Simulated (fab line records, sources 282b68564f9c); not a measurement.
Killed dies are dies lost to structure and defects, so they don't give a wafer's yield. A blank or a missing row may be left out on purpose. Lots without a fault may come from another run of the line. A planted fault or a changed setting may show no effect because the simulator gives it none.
fab line records | flow rit_cmos
record lots=5 wafers=15 last_day=7
route steps=202 shown GATE@79 FOX2@80 REOX@98 NLDD@103 PLDD@114 SPACER@125
lots that met no fault: from a run of the same line without faults
start_h: hours from the record's first day to the start of the lot's first wafer shown | wait_h: hours since the lot's step before | " the same as in the row above | L1.1+2: a row that stands for several wafers | - no value, or no start given | * or withheld: withheld | < > ~ a bound
route shown NAME@n: a module of which the file shows steps, and the number in the route of the first | usual: mean/standard deviation of fault-free wafers | same: alike in all rows | chamber/n: place in a boat | sites: the reading at each site | _std_site: their standard deviation | _edge_site: outer sites' mean less inner sites' | radius_mm: how far each site lies from the wafer's centre | mask NAME#n: copy n | behind: the tool/chamber that last shaped the wafer | hold: why the lot was held/for how many hours/how that ended | device: the transistor (n, p or np) that didn't switch | end of line: the same wafers' tests at the end of the route | a step without rows: its recipe alone | killed: dies lost to structure and defects at the first sort, not the wafer's yield | map: a wafer's dies, x killed, . not, _ none there
set.NAME: the setting as run; set.NAME@STEP: as run at that earlier step | model.NAME: the simulator's own value behind a step, which no gauge read
lots at some steps of the route; a table a step, a row a wafer
services: from which hour (start_h, from the record's first day; less than 0 if before it) a tool's chamber was out of use, for how many hours, and why
## steps
# step RIT_GATE_CLEAN_04
# recipe chemistry=dHF dilution=50:1 time_s=60 dry=n2_spin
# columns lot.wafer tool chamber start_h wait_h
L077.1+4+5 wet_bench-04 0 55.18 0.0
L082.1+2+6 wet_bench-03 2 77.25 0.0
L086.1+4+6 wet_bench-02 3 96.00 0.0
L092.3+4+6 wet_bench-04 0 123.43 0.0
L093.1+2+5 wet_bench-02 2 130.78 0.0
# step RIT_FOX2_THK_MEAS_91
# recipe reads=SiO2_of_FOX2_OXIDATION_00
# usual FIELD_OXIDE_LEFT_2_THK=257/6.5
# columns lot.wafer tool chamber start_h wait_h FIELD_OXIDE_LEFT_2_THK[nm]
L077.1 film_metro-04 - 55.21 0.0 252
L077.4 " - " " 251
L077.5 " - " " 250
L082.1 film_metro-04 - 77.27 0.0 256
L082.2 " - " " 252
L082.6 " - " " 257
L086.1 film_metro-03 - 96.02 0.0 246
L086.4 " - " " 249
L086.6 " - " " 247
L092.3 film_metro-04 - 123.50 0.0 249
L092.4 " - " " 252
L092.6 " - " " 245
L093.1 film_metro-04 - 130.80 0.0 260
L093.2 " - " " 257
L093.5 " - " " 259
# step RIT_GATE_OXIDATION_05
# recipe temp_c=900 ambient=O2 target_thk_a=30 ox_time_s=270
# same ox_time_s=270
# columns lot.wafer tool chamber start_h wait_h
L077.1+4+5 furnace-03 0 57.63 2.4
L082.1+2+6 furnace-03 0 79.42 2.1
L086.1+4+6 furnace-01 0 97.47 1.4
L092.3+4+6 furnace-01 0 124.90 1.4
L093.1+2+5 furnace-01 0 132.05 1.2
# step RIT_GATE_ANNEAL_06
# recipe temp_c=900 time_s=600 ambient=N2O
# columns lot.wafer tool chamber start_h wait_h
L077.1+4+5 furnace-01 0 59.67 1.0
L082.1+2+6 furnace-04 0 81.71 1.2
L086.1+4+6 furnace-01 0 98.54 0.0
L092.3+4+6 furnace-01 0 129.84 3.9
L093.1+2+5 furnace-03 0 134.25 1.1
# step RIT_GATE_THK_MEAS_07
# recipe reads=SiO2_of_GATE_OXIDATION_05
# usual GATE_OXIDE_THK=3.01/0.055
# columns lot.wafer tool chamber start_h wait_h GATE_OXIDE_THK[nm]
L077.1 film_metro-04 - 59.92 0.0 3.01
L077.4 " - " " 2.99
L077.5 " - " " 2.99
L082.1 film_metro-03 - 81.96 0.0 3.05
L082.2 " - " " 3.09
L082.6 " - " " 3.02
L086.1 film_metro-03 - 98.79 0.0 3.13
L086.4 " - " " 2.99
L086.6 " - " " 3.00
L092.3 film_metro-04 - 130.11 0.0 3.04
L092.4 " - " " 3.00
L092.6 " - " " 3.01
L093.1 film_metro-02 - 134.50 0.0 3.07
L093.2 " - " " 3.03
L093.5 " - " " 3.01
# step RIT_GATE_CVD_08
# recipe material=poly-Si target_thk_nm=250 temp_c=610 precursor=SiH4 time_s=2220 pressure_mtorr=300 sih4_flow_sccm=100
# usual susceptor_temp_C=609.95/0.25
# columns lot.wafer tool chamber start_h wait_h susceptor_temp_C
L077.1 lpcvd-01 1 59.98 0.1 610.05
L077.4 " 1 " " 609.65
L077.5 " 1 " " 610.14
L082.1 lpcvd-01 1 82.02 0.1 610.19
L082.2 " 1 " " 610.25
L082.6 " 1 " " 609.92
L086.1 lpcvd-02 1 100.10 1.3 609.87
L086.4 " 1 " " 609.70
L086.6 " 1 " " 610.14
L092.3 lpcvd-02 1 130.64 0.5 609.71
L092.4 " 1 " " 609.94
L092.6 " 1 " " 610.59
L093.1 lpcvd-02 1 134.56 0.1 609.94
L093.2 " 1 " " 609.73
L093.5 " 1 " " 609.60
# step RIT_GATE_THK_MEAS_09
# recipe reads=poly-Si_of_GATE_CVD_08
# usual GATE_POLY_THK=250.1/2.3
# columns lot.wafer tool chamber start_h wait_h GATE_POLY_THK[nm]
L077.1 film_metro-03 - 61.60 0.0 248.1
L077.4 " - " " 247.9
L077.5 " - " " 249.4
L082.1 film_metro-04 - 83.63 0.0 243.9
L082.2 " - " " 242.4
L082.6 " - " " 246.2
L086.1 film_metro-04 - 101.72 0.0 252.1
L086.4 " - " " 252.7
L086.6 " - " " 254.4
L092.3 film_metro-04 - 132.28 0.0 252.9
L092.4 " - " " 251.7
L092.6 " - " " 251.6
L093.1 film_metro-04 - 136.17 0.0 252.7
L093.2 " - " " 253.5
L093.5 " - " " 251.1
# step RIT_GATE_HMDS_10
# recipe prime_time_s=60 prime_temp_c=140
# columns lot.wafer tool chamber start_h wait_h
L077.1+4+5 litho_track-03 0 61.66 0.1
L082.1+2+6 litho_track-01 0 83.69 0.1
L086.1+4+6 litho_track-03 0 101.78 0.1
L092.3+4+6 litho_track-03 0 132.37 0.1
L093.1+2+5 litho_track-04 0 136.31 0.1
# step RIT_GATE_COAT_11
# recipe resist=NOVOLAK spin_rpm=4250 resist_thk_nm=850
# columns lot.wafer tool chamber start_h wait_h
L077.1+4+5 litho_track-03 0 61.81 0.1
L082.1+2+6 litho_track-01 0 83.84 0.1
L086.1+4+6 litho_track-03 0 101.93 0.1
L092.3+4+6 litho_track-03 0 132.52 0.1
L093.1+2+5 litho_track-04 0 136.46 0.1
# step RIT_GATE_SOFTBAKE_12
# recipe resist=NOVOLAK temp_c=90 time_s=60
# columns lot.wafer tool chamber start_h wait_h
L077.1+4+5 litho_track-03 0 61.96 0.1
L082.1+2+6 litho_track-01 0 83.99 0.1
L086.1+4+6 litho_track-03 0 102.08 0.1
L092.3+4+6 litho_track-03 0 132.67 0.1
L093.1+2+5 litho_track-04 0 136.61 0.1
# step RIT_GATE_EXPOSE_13
# recipe mask_id=M6 na=0.6 source_shape=conventional sigma_outer=0.6 target_cd_nm=150 dose_mj=380
# columns lot.wafer tool chamber start_h wait_h mask
L077.1+4+5 iline_stepper-02 0 62.28 0.3 M6#0
L082.1+2+6 iline_stepper-01 0 84.27 0.2 M6#0
L086.1+4+6 iline_stepper-01 0 102.23 0.1 M6#0
L092.3+4+6 iline_stepper-01 0 132.81 0.1 M6#0
L093.1+2+5 iline_stepper-01 0 136.76 0.1 M6#0
# step RIT_GATE_PEB_14
# recipe resist=NOVOLAK temp_c=withheld time_s=withheld
# columns lot.wafer tool chamber start_h wait_h
L077.1+4+5 litho_track-01 0 62.49 0.2
L082.1+2+6 litho_track-04 0 84.39 0.1
L086.1+4+6 litho_track-03 0 102.35 0.1
L092.3+4+6 litho_track-03 0 132.93 0.1
L093.1+2+5 litho_track-01 0 136.87 0.1
# step RIT_GATE_DEVELOP_15
# recipe resist=NOVOLAK develop_time_s=50 dev_temp_c=23
# columns lot.wafer tool chamber start_h wait_h
L077.1+4+5 litho_track-01 0 - -
L082.1+2+6 litho_track-04 0 - -
L086.1+4+6 litho_track-03 0 - -
L092.3+4+6 litho_track-03 0 - -
L093.1+2+5 litho_track-01 0 - -
# step RIT_GATE_CD_MEAS_16
# recipe target_cd_nm=150
# usual cd_nm=149/3.4
# columns lot.wafer tool chamber start_h wait_h cd_nm
L077.1 cd_sem-01 - 62.78 - 148
L077.4 " - " " 149
L077.5 " - " " 149
L082.1 cd_sem-02 - 84.67 - 152
L082.2 " - " " 155
L082.6 " - " " 152
L086.1 cd_sem-01 - 102.63 - 145
L086.4 " - " " 144
L086.6 " - " " 144
L092.3 cd_sem-02 - 133.21 - 144
L092.4 " - " " 144
L092.6 " - " " 144
L093.1 cd_sem-01 - 137.16 - 148
L093.2 " - " " 147
L093.5 " - " " 144
# step RIT_GATE_OVL_MEAS_17
# usual GATE_OVL=-0.4/1.5
# columns lot.wafer tool chamber start_h wait_h GATE_OVL[nm]
L077.1 overlay-02 - 62.90 0.1 0.1
L077.4 " - " " 2.6
L077.5 " - " " -1.8
L082.1 overlay-02 - 84.79 0.1 0.1
L082.2 " - " " 0.6
L082.6 " - " " 0.3
L086.1 overlay-01 - 102.75 0.1 1.2
L086.4 " - " " 0.2
L086.6 " - " " -2.3
L092.3 overlay-01 - 133.30 0.1 2.7
L092.4 " - " " 1.7
L092.6 " - " " 1.9
L093.1 overlay-01 - 137.28 0.1 0.5
L093.2 " - " " -0.2
L093.5 " - " " -1.3
# step RIT_GATE_HARDBAKE_18
# recipe resist=NOVOLAK temp_c=140 time_s=60
# columns lot.wafer tool chamber start_h wait_h
L077.1+4+5 litho_track-01 0 62.93 0.0
L082.1+2+6 litho_track-04 0 84.83 0.0
L086.1+4+6 litho_track-01 0 102.79 0.0
L092.3+4+6 litho_track-04 0 133.37 0.1
L093.1+2+5 litho_track-01 0 137.31 0.0
# step RIT_GATE_ETCH_19
# recipe chemistry=SF6/CHF3/O2 time_s=165 SF6_flow_sccm=30 CHF3_flow_sccm=30 O2_flow_sccm=5 target=poly-Si pressure_mtorr=40 rf_w=160 target_depth_a=3125 over_etch_frac=0.25 stop_on=SiO2
# usual drypump_motor_current_A=5.89/0.3 oes_product_au=0.852/0.014 throttle_valve_pct=10.28/0.12
# columns lot.wafer tool chamber start_h wait_h drypump_motor_current_A oes_product_au rf_hours_counter_h throttle_valve_pct
L077.1 rie_si-01 1 63.08 0.1 5.82 0.846 139 10.17
L077.4 " 0 " " 5.36 0.813 142 10.41
L077.5 " 1 " " 5.81 0.849 - 10.19
L082.1 rie_si-02 3 84.98 0.1 6.22 0.839 41 10.39
L082.2 " 2 " " 6.00 0.856 27 10.13
L082.6 " 1 " " 5.60 0.842 - 10.46
L086.1 rie_si-02 1 102.94 0.1 5.56 0.854 2 10.45
L086.4 " 0 " " 5.88 0.867 116 10.08
L086.6 " 3 " " 6.22 0.870 - 10.37
L092.3 rie_si-02 1 133.47 0.1 5.58 0.863 2 10.44
L092.4 " 0 " " 5.89 0.853 116 10.06
L092.6 " 1 " " 5.57 0.846 - 10.44
L093.1 rie_si-01 0 137.46 0.1 5.30 0.817 143 10.40
L093.2 " 2 " " 6.28 0.865 64 10.29
L093.5 " 1 " " 5.83 0.856 - 10.19
# step RIT_GATE_STRIP_20
# recipe chemistry=O2 time_s=180 resist=NOVOLAK platen_temp_c=withheld power_w=500 pressure_mtorr=4000 o2_flow_sccm=4000
# usual drypump_motor_current_A=5.8/0.35
# columns lot.wafer tool chamber start_h wait_h drypump_motor_current_A rf_hours_counter_h
L077.1 plasma_asher-04 1 63.19 0.1 5.2 42
L077.4 " 1 " " 5.1 -
L077.5 " 0 " " 5.7 -
L082.1 plasma_asher-02 1 85.08 0.1 6.0 28
L082.2 " 0 " " 6.3 28
L082.6 " 1 " " 6.0 -
L086.1 plasma_asher-02 0 103.04 0.1 6.3 30
L086.4 " 0 " " 6.3 -
L086.6 " 1 " " 6.0 -
L092.3 plasma_asher-03 0 133.64 0.1 5.7 -
L092.4 " 1 " " 5.7 -
L092.6 " 1 " " 5.7 -
L093.1 plasma_asher-03 0 137.57 0.1 5.7 52
L093.2 " 1 " " 5.7 52
L093.5 " 1 " " 5.7 -
# step RIT_GATE_CD_MEAS_90
# recipe target_cd_nm=150
# usual cd_nm=149/3.4
# columns lot.wafer tool chamber start_h wait_h cd_nm
L077.1 cd_sem-01 - 63.37 0.1 148
L077.4 " - " " 150
L077.5 " - " " 149
L082.1 cd_sem-02 - 85.26 0.1 152
L082.2 " - " " 154
L082.6 " - " " 151
L086.1 cd_sem-02 - 103.22 0.1 145
L086.4 " - " " 144
L086.6 " - " " 144
L092.3 cd_sem-02 - 133.80 0.1 143
L092.4 " - " " 144
L092.6 " - " " 144
L093.1 cd_sem-02 - 137.75 0.1 148
L093.2 " - " " 148
L093.5 " - " " 144
# step RIT_REOX_CLEAN_00
# recipe chemistry=SC1 mix=3:3:50 time_s=600 temp_c=75
# usual bath_heat_duty_pct=15.8/1.4 temp_c=74.97/0.12
# columns lot.wafer tool chamber start_h wait_h bath_heat_duty_pct temp_c
L077.1 wet_bench-04 1 63.50 0.1 16.7 74.91
L077.4 " 1 " " 15.7 74.94
L077.5 " 1 " " 16.2 74.83
L082.1 wet_bench-02 3 85.38 0.1 15.5 74.93
L082.2 " 3 " " 13.8 75.00
L082.6 " 3 " " 16.3 75.14
L086.1 wet_bench-04 2 103.34 0.1 15.3 75.00
L086.4 " 2 " " 16.2 75.14
L086.6 " 2 " " 15.8 74.82
L092.3 wet_bench-02 2 133.88 0.1 15.7 74.94
L092.4 " 2 " " 15.1 75.29
L092.6 " 2 " " 13.5 74.96
L093.1 wet_bench-01 1 137.87 0.1 15.3 75.07
L093.2 " 1 " " 13.8 75.17
L093.5 " 1 " " 15.0 75.33
# step RIT_REOX_CLEAN_01
# recipe chemistry=dHF dilution=50:1 time_s=30
# columns lot.wafer tool chamber start_h wait_h
L077.1+4+5 wet_bench-01 2 63.69 0.0
L082.1+2+6 wet_bench-04 2 85.57 0.0
L086.1+4+6 wet_bench-01 3 103.51 0.0
L092.3+4+6 wet_bench-01 3 134.05 0.0
L093.1+2+5 wet_bench-04 0 138.22 0.0
# step RIT_REOX_CLEAN_02
# recipe chemistry=SC2 mix=3:3:50 time_s=600 temp_c=75 dry=n2_spin
# usual bath_heat_duty_pct=15.9/1.1 temp_c=75.00/0.12
# columns lot.wafer tool chamber start_h wait_h bath_heat_duty_pct temp_c
L077.1 wet_bench-04 0 63.70 0.0 16.5 75.14
L077.4 " 0 " " 16.8 75.09
L077.5 " 0 " " 15.3 74.95
L082.1 wet_bench-01 0 85.59 0.0 15.6 75.19
L082.2 " 0 " " 17.9 75.30
L082.6 " 0 " " 17.5 75.33
L086.1 wet_bench-04 0 103.53 0.0 15.6 75.10
L086.4 " 0 " " 15.7 75.01
L086.6 " 0 " " 15.3 75.10
L092.3 wet_bench-04 3 134.09 0.0 15.7 75.11
L092.4 " 3 " " 16.9 75.02
L092.6 " 3 " " 17.0 75.00
L093.1 wet_bench-01 0 138.23 0.0 17.8 74.90
L093.2 " 0 " " 17.6 75.02
L093.5 " 0 " " 15.5 74.84
# step RIT_REOX_OXIDATION_03
# recipe temp_c=900 ambient=O2 target_thk_a=252 ox_time_s=5580
# same ox_time_s=5580
# columns lot.wafer tool chamber start_h wait_h
L077.1+4+5 furnace-01 0 65.02 1.1
L082.1+2+6 furnace-03 0 85.81 0.0
L086.1+4+6 furnace-04 0 104.29 0.6
L092.3+4+6 furnace-03 0 134.50 0.2
L093.1+2+5 furnace-03 0 140.75 2.2
# step RIT_REOX_THK_MEAS_04
# recipe reads=SiO2_of_REOX_OXIDATION_03
# usual REOX_OXIDE_THK=24.9/0.57
# columns lot.wafer tool chamber start_h wait_h REOX_OXIDE_THK[nm]
L077.1 film_metro-02 - 67.57 0.0 25.2
L077.4 " - " " 25.0
L077.5 " - " " 25.2
L082.1 film_metro-01 - 88.36 0.0 24.9
L082.2 " - " " 24.9
L082.6 " - " " 24.8
L086.1 film_metro-03 - 106.84 0.0 25.1
L086.4 " - " " 24.9
L086.6 " - " " 24.5
L092.3 film_metro-01 - 137.07 0.0 24.5
L092.4 " - " " 24.2
L092.6 " - " " 24.5
L093.1 film_metro-02 - 143.30 0.0 25.0
L093.2 " - " " 24.7
L093.5 " - " " 24.7
# step RIT_NLDD_HMDS_00
# recipe prime_time_s=60 prime_temp_c=140
# columns lot.wafer tool chamber start_h wait_h
L077.1+4+5 litho_track-02 0 67.69 0.1
L082.1+2+6 litho_track-02 0 88.42 0.1
L086.1+4+6 litho_track-02 0 107.02 0.2
L092.3+4+6 litho_track-03 0 137.16 0.1
L093.1+2+5 litho_track-03 0 143.36 0.1
# step RIT_NLDD_COAT_01
# recipe resist=NOVOLAK spin_rpm=3250 resist_thk_nm=1000
# columns lot.wafer tool chamber start_h wait_h
L077.1+4+5 litho_track-02 0 67.84 0.1
L082.1+2+6 litho_track-02 0 88.57 0.1
L086.1+4+6 litho_track-02 0 107.17 0.1
L092.3+4+6 litho_track-03 0 137.31 0.1
L093.1+2+5 litho_track-03 0 143.51 0.1
# step RIT_NLDD_SOFTBAKE_02
# recipe resist=NOVOLAK temp_c=90 time_s=60
# columns lot.wafer tool chamber start_h wait_h
L077.1+4+5 litho_track-02 0 67.99 0.1
L082.1+2+6 litho_track-02 0 88.72 0.1
L086.1+4+6 litho_track-02 0 107.32 0.1
L092.3+4+6 litho_track-03 0 137.46 0.1
L093.1+2+5 litho_track-03 0 143.66 0.1
# step RIT_NLDD_EXPOSE_03
# recipe mask_id=M7 na=0.57 target_cd_nm=40700 dose_mj=250
# columns lot.wafer tool chamber start_h wait_h mask
L077.1+4+5 iline_stepper-01 0 68.14 0.1 M7#0
L082.1+2+6 iline_stepper-01 0 88.87 0.1 M7#0
L086.1+4+6 iline_stepper-01 0 107.59 0.2 M7#0
L092.3+4+6 iline_stepper-01 0 137.72 0.2 M7#0
L093.1+2+5 iline_stepper-02 0 143.94 0.2 M7#0
# step RIT_NLDD_PEB_04
# recipe resist=NOVOLAK temp_c=withheld time_s=withheld
# columns lot.wafer tool chamber start_h wait_h
L077.1+4+5 litho_track-03 0 68.25 0.1
L082.1+2+6 litho_track-02 0 89.04 0.1
L086.1+4+6 litho_track-02 0 108.03 0.4
L092.3+4+6 litho_track-04 0 137.85 0.1
L093.1+2+5 litho_track-04 0 144.05 0.1
# step RIT_NLDD_DEVELOP_05
# recipe resist=NOVOLAK develop_time_s=50 dev_temp_c=23
# columns lot.wafer tool chamber start_h wait_h
L077.1+4+5 litho_track-03 0 - -
L082.1+2+6 litho_track-02 0 - -
L086.1+4+6 litho_track-02 0 - -
L092.3+4+6 litho_track-04 0 - -
L093.1+2+5 litho_track-04 0 - -
# step RIT_NLDD_OVL_MEAS_06
# usual NLDD_OVL=-0.3/1.4
# columns lot.wafer tool chamber start_h wait_h NLDD_OVL[nm]
L077.1 overlay-02 - 68.54 - 1.6
L077.4 " - " " -0.3
L077.5 " - " " -2.4
L082.1 overlay-02 - 89.32 - -2.9
L082.2 " - " " -0.5
L082.6 " - " " -2.1
L086.1 overlay-01 - 108.32 - -2.1
L086.4 " - " " 0.9
L086.6 " - " " 0.6
L092.3 overlay-01 - 138.09 - -2.4
L092.4 " - " " -1.8
L092.6 " - " " -0.2
L093.1 overlay-01 - 144.34 - -1.4
L093.2 " - " " -1.0
L093.5 " - " " -0.1
# step RIT_NLDD_HARDBAKE_07
# recipe resist=NOVOLAK temp_c=140 time_s=60
# columns lot.wafer tool chamber start_h wait_h
L077.1+4+5 litho_track-02 0 68.57 0.0
L082.1+2+6 litho_track-03 0 89.36 0.0
L086.1+4+6 litho_track-02 0 108.35 0.0
L092.3+4+6 litho_track-03 0 138.17 0.1
L093.1+2+5 litho_track-02 0 144.37 0.0
# step RIT_NLDD_IMPLANT_08
# recipe species=P energy_kev=20 dose_cm2=5e+14 tilt_deg=7
# usual beam_energy_keV=20.001/0.0062
# columns lot.wafer tool chamber start_h wait_h beam_energy_keV
L077.1 implanter-02 0 68.72 0.1 19.997
L077.4 " 0 " " 19.992
L077.5 " 0 " " 19.996
L082.1 implanter-03 0 89.51 0.1 20.000
L082.2 " 0 " " 19.994
L082.6 " 0 " " 19.997
L086.1 implanter-02 0 108.50 0.1 20.003
L086.4 " 0 " " 20.004
L086.6 " 0 " " 20.006
L092.3 implanter-02 0 138.32 0.1 20.006
L092.4 " 0 " " 20.014
L092.6 " 0 " " 20.004
L093.1 implanter-04 0 144.52 0.1 20.002
L093.2 " 0 " " 20.002
L093.5 " 0 " " 20.011
# step RIT_NLDD_STRIP_09
# recipe chemistry=O2 time_s=180 resist=NOVOLAK platen_temp_c=withheld power_w=500 pressure_mtorr=4000 o2_flow_sccm=4000
# usual drypump_motor_current_A=5.88/0.23
# columns lot.wafer tool chamber start_h wait_h drypump_motor_current_A rf_hours_counter_h
L077.1 plasma_asher-01 1 68.87 0.1 5.72 42
L077.4 " 1 " " 5.72 -
L077.5 " 1 " " 5.70 -
L082.1 plasma_asher-02 0 89.66 0.1 6.24 29
L082.2 " 1 " " 5.98 29
L082.6 " 0 " " 6.22 -
L086.1 plasma_asher-02 0 108.65 0.1 6.25 31
L086.4 " 1 " " 5.95 -
L086.6 " 0 " " 6.25 -
L092.3 plasma_asher-01 1 138.48 0.1 5.71 -
L092.4 " 0 " " 5.64 -
L092.6 " 1 " " 5.71 -
L093.1 plasma_asher-03 0 144.67 0.1 5.65 52
L093.2 " 1 " " 5.73 52
L093.5 " 1 " " 5.72 -
# step RIT_NLDD_TW_MEAS_10
# usual NLDD_TW=2471/11
# columns lot.wafer tool chamber start_h wait_h NLDD_TW
L077.1 film_metro-03 - 69.05 0.1 2471
L077.4 " - " " 2476
L077.5 " - " " 2484
L082.1 film_metro-04 - 89.83 0.1 2460
L082.2 " - " " 2455
L082.6 " - " " 2468
L086.1 film_metro-04 - 108.83 0.1 2487
L086.4 " - " " 2467
L086.6 " - " " 2463
L092.3 film_metro-03 - 138.61 0.1 2479
L092.4 " - " " 2478
L092.6 " - " " 2489
L093.1 film_metro-03 - 144.85 0.1 2473
L093.2 " - " " 2465
L093.5 " - " " 2460
# step RIT_PLDD_HMDS_00
# recipe prime_time_s=60 prime_temp_c=140
# columns lot.wafer tool chamber start_h wait_h
L077.1+4+5 litho_track-04 0 69.11 0.1
L082.1+2+6 litho_track-04 0 89.89 0.1
L086.1+4+6 litho_track-02 0 108.89 0.1
L092.3+4+6 litho_track-01 0 138.70 0.1
L093.1+2+5 litho_track-01 0 144.91 0.1
# step RIT_PLDD_COAT_01
# recipe resist=NOVOLAK spin_rpm=3250 resist_thk_nm=1000
# columns lot.wafer tool chamber start_h wait_h
L077.1+4+5 litho_track-04 0 69.26 0.1
L082.1+2+6 litho_track-04 0 90.04 0.1
L086.1+4+6 litho_track-02 0 109.04 0.1
L092.3+4+6 litho_track-01 0 138.85 0.1
L093.1+2+5 litho_track-01 0 145.06 0.1
# step RIT_PLDD_SOFTBAKE_02
# recipe resist=NOVOLAK temp_c=90 time_s=60
# columns lot.wafer tool chamber start_h wait_h
L077.1+4+5 litho_track-04 0 69.41 0.1
L082.1+2+6 litho_track-04 0 90.19 0.1
L086.1+4+6 litho_track-02 0 109.19 0.1
L092.3+4+6 litho_track-01 0 139.00 0.1
L093.1+2+5 litho_track-01 0 145.21 0.1
# step RIT_PLDD_EXPOSE_03
# recipe mask_id=M8 na=0.57 target_cd_nm=40900 dose_mj=250
# columns lot.wafer tool chamber start_h wait_h mask
L077.1+4+5 iline_stepper-02 0 69.68 0.2 M8#0
L082.1+2+6 iline_stepper-01 0 90.47 0.2 M8#0
L086.1+4+6 iline_stepper-01 0 109.46 0.2 M8#0
L092.3+4+6 iline_stepper-01 0 139.34 0.3 M8#0
L093.1+2+5 iline_stepper-01 0 145.36 0.1 M8#0
# step RIT_PLDD_PEB_04
# recipe resist=NOVOLAK temp_c=withheld time_s=withheld
# columns lot.wafer tool chamber start_h wait_h
L077.1+4+5 litho_track-04 0 69.80 0.1
L082.1+2+6 litho_track-02 0 90.58 0.1
L086.1+4+6 litho_track-02 0 109.58 0.1
L092.3+4+6 litho_track-02 0 139.51 0.2
L093.1+2+5 litho_track-02 0 145.47 0.1
# step RIT_PLDD_DEVELOP_05
# recipe resist=NOVOLAK develop_time_s=50 dev_temp_c=23
# columns lot.wafer tool chamber start_h wait_h
L077.1+4+5 litho_track-04 0 - -
L082.1+2+6 litho_track-02 0 - -
L086.1+4+6 litho_track-02 0 - -
L092.3+4+6 litho_track-02 0 - -
L093.1+2+5 litho_track-02 0 - -
# step RIT_PLDD_OVL_MEAS_06
# usual PLDD_OVL=-0.5/1.3
# columns lot.wafer tool chamber start_h wait_h PLDD_OVL[nm]
L077.1 overlay-02 - 70.08 - 2.8
L077.4 " - " " 2.5
L077.5 " - " " 1.4
L082.1 overlay-02 - 90.87 - -0.1
L082.2 " - " " -0.5
L082.6 " - " " -1.1
L086.1 overlay-01 - 109.86 - -0.1
L086.4 " - " " 0.7
L086.6 " - " " 1.3
L092.3 overlay-02 - 139.76 - -1.9
L092.4 " - " " 0.0
L092.6 " - " " -0.2
L093.1 overlay-01 - 145.76 - -3.3
L093.2 " - " " -3.2
L093.5 " - " " -0.7
# step RIT_PLDD_HARDBAKE_07
# recipe resist=NOVOLAK temp_c=140 time_s=60
# columns lot.wafer tool chamber start_h wait_h
L077.1+4+5 litho_track-01 0 70.12 0.0
L082.1+2+6 litho_track-04 0 90.90 0.0
L086.1+4+6 litho_track-01 0 109.90 0.0
L092.3+4+6 litho_track-04 0 139.88 0.1
L093.1+2+5 litho_track-01 0 145.79 0.0
# step RIT_PLDD_IMPLANT_08
# recipe species=BF2 energy_kev=20 dose_cm2=9e+14 tilt_deg=7
# usual beam_energy_keV=19.998/0.0067
# columns lot.wafer tool chamber start_h wait_h beam_energy_keV
L077.1 implanter-01 0 70.27 0.1 19.991
L077.4 " 0 " " 19.994
L077.5 " 0 " " 20.001
L082.1 implanter-04 0 91.05 0.1 20.004
L082.2 " 0 " " 20.009
L082.6 " 0 " " 20.009
L086.1 implanter-01 0 110.05 0.1 19.995
L086.4 " 0 " " 19.992
L086.6 " 0 " " 20.000
L092.3 implanter-04 0 140.03 0.1 19.998
L092.4 " 0 " " 19.989
L092.6 " 0 " " 19.997
L093.1 implanter-02 0 145.94 0.1 20.004
L093.2 " 0 " " 20.004
L093.5 " 0 " " 20.001
# step RIT_PLDD_STRIP_09
# recipe chemistry=O2 time_s=180 resist=NOVOLAK platen_temp_c=withheld power_w=500 pressure_mtorr=4000 o2_flow_sccm=4000
# usual drypump_motor_current_A=5.61/0.2
# columns lot.wafer tool chamber start_h wait_h drypump_motor_current_A rf_hours_counter_h
L077.1 plasma_asher-03 1 70.42 0.1 5.73 44
L077.4 " 1 " " 5.73 -
L077.5 " 1 " " 5.75 -
L082.1 plasma_asher-04 0 91.20 0.1 5.72 45
L082.2 " 1 " " 5.17 45
L082.6 " 0 " " 5.72 -
L086.1 plasma_asher-03 0 110.20 0.1 5.70 49
L086.4 " 0 " " 5.69 -
L086.6 " 1 " " 5.72 -
L092.3 plasma_asher-01 1 140.19 0.1 5.71 -
L092.4 " 0 " " 5.66 -
L092.6 " 1 " " 5.70 -
L093.1 plasma_asher-04 0 146.09 0.1 5.72 51
L093.2 " 1 " " 5.19 51
L093.5 " 0 " " 5.71 -
# step RIT_PLDD_TW_MEAS_10
# usual PLDD_TW=2330/9.3
# columns lot.wafer tool chamber start_h wait_h PLDD_TW
L077.1 film_metro-01 - 70.59 0.1 2338
L077.4 " - " " 2321
L077.5 " - " " 2331
L082.1 film_metro-04 - 91.38 0.1 2343
L082.2 " - " " 2321
L082.6 " - " " 2340
L086.1 film_metro-04 - 110.37 0.1 2323
L086.4 " - " " 2329
L086.6 " - " " 2330
L092.3 film_metro-01 - 140.32 0.1 2329
L092.4 " - " " 2341
L092.6 " - " " 2340
L093.1 film_metro-01 - 146.27 0.1 2334
L093.2 " - " " 2326
L093.5 " - " " 2327
# step RIT_SPACER_CLEAN_00
# recipe chemistry=SC1 mix=3:3:50 time_s=600 temp_c=75
# usual bath_heat_duty_pct=15.7/1.3 temp_c=74.99/0.12
# columns lot.wafer tool chamber start_h wait_h bath_heat_duty_pct temp_c
L077.1 wet_bench-03 2 70.65 0.1 16.9 75.00
L077.4 " 2 " " 16.1 74.78
L077.5 " 2 " " 15.9 74.97
L082.1 wet_bench-03 3 91.44 0.1 16.2 75.22
L082.2 " 3 " " 15.8 75.02
L082.6 " 3 " " 15.0 75.10
L086.1 wet_bench-03 3 110.43 0.1 15.9 75.01
L086.4 " 3 " " 15.0 74.97
L086.6 " 3 " " 16.1 74.98
L092.3 wet_bench-01 0 140.36 0.0 16.6 74.86
L092.4 " 0 " " 17.6 74.91
L092.6 " 0 " " 18.3 75.06
L093.1 wet_bench-02 2 146.33 0.1 16.1 74.97
L093.2 " 2 " " 16.2 75.10
L093.5 " 2 " " 14.5 74.98
# step RIT_SPACER_CLEAN_01
# recipe chemistry=dHF dilution=50:1 time_s=30
# columns lot.wafer tool chamber start_h wait_h
L077.1+4+5 wet_bench-02 2 70.83 0.0
L082.1+2+6 wet_bench-02 1 91.61 0.0
L086.1+4+6 wet_bench-01 1 110.78 0.0
L092.3+4+6 wet_bench-01 1 140.71 0.0
L093.1+2+5 wet_bench-03 1 146.52 0.0
## services
# columns tool chamber start_h hours kind
implanter-02 - 44.76 4.7 pm
implanter-04 - 58.17 2.5 pm
furnace-03 - 60.02 2.8 pm
iline_stepper-01 - 60.26 1.7 pm
plasma_asher-04 - 63.69 2.8 pm
implanter-04 - 69.82 17.8 pm
iline_stepper-02 0 74.10 - calibration
lpcvd-01 - 85.79 14.6 pm
plasma_asher-01 - 89.30 3.2 repair
rie_si-02 - 97.31 0.2 repair
rie_si-01 0 104.22 7.6 repair
plasma_asher-01 - 108.80 9.0 pm
plasma_asher-01 0 108.80 9.0 vent_cycle
plasma_asher-01 1 108.80 9.0 vent_cycle
plasma_asher-01 0 117.80 - clean
plasma_asher-01 1 117.80 - clean
furnace-01 - 120.58 4.3 pm
iline_stepper-02 - 135.32 5.4 repair
implanter-02 - 142.72 0.9 repair
rie_si-01 0 145.50 - clean
rie_si-01 0 145.50 18.2 scheduled_down
rie_si-01 0 145.50 18.2 vent_cycle
## key
fault none
